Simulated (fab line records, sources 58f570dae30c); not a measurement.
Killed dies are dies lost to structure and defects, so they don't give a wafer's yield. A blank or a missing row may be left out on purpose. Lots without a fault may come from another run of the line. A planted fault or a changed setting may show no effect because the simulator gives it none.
Chamber matching | flow berkeley_cmos170 | UCB170_V2_CVD_00 on pecvd-03: 3 sister chambers
The step deposits SiO2 from TEOS/O2, target thk 2000 nm, time 250 s. 3 wafers are shown with their chamber, then 7 later ones without.

WAFERS WITH THEIR CHAMBER
wafer  | chamber | heater_power_w (W)
L245.4 | 0       | 181
L256.1 | 2       | 344
L256.2 | 1       | 236

WAFERS WITHOUT THEIR CHAMBER
wafer  | heater_power_w (W)
L256.3 | 240
L257.1 | 253
L257.3 | 252
L257.5 | 332
L258.2 | 232
L258.3 | 348
L258.4 | 178

WHICH CHAMBER EACH WENT THROUGH
wafer  | from the rows above | in truth
L256.3 | 1                   | 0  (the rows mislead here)
L257.1 | 1                   | 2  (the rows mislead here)
L257.3 | 1                   | 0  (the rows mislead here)
L257.5 | 2                   | 2
L258.2 | 1                   | 1
L258.3 | 2                   | 2
L258.4 | 0                   | 0
Placed correctly: 4 of 7. Can't be placed from these rows: 0. Placed wrongly: 3.
How it was worked out, from the rows above alone: a wafer's distance from a chamber is the root of the sum, over the readings, of the square of ((its reading less the chamber's mean) divided by the reading's scatter). The wafer belongs to the nearest chamber; if the next one is less than 2 further off, it can't be placed. A chamber's mean is the mean of its shown wafers. The scatter: with one shown wafer a chamber, the root of the mean of the squares of how far each hidden wafer lies from its nearest shown one.
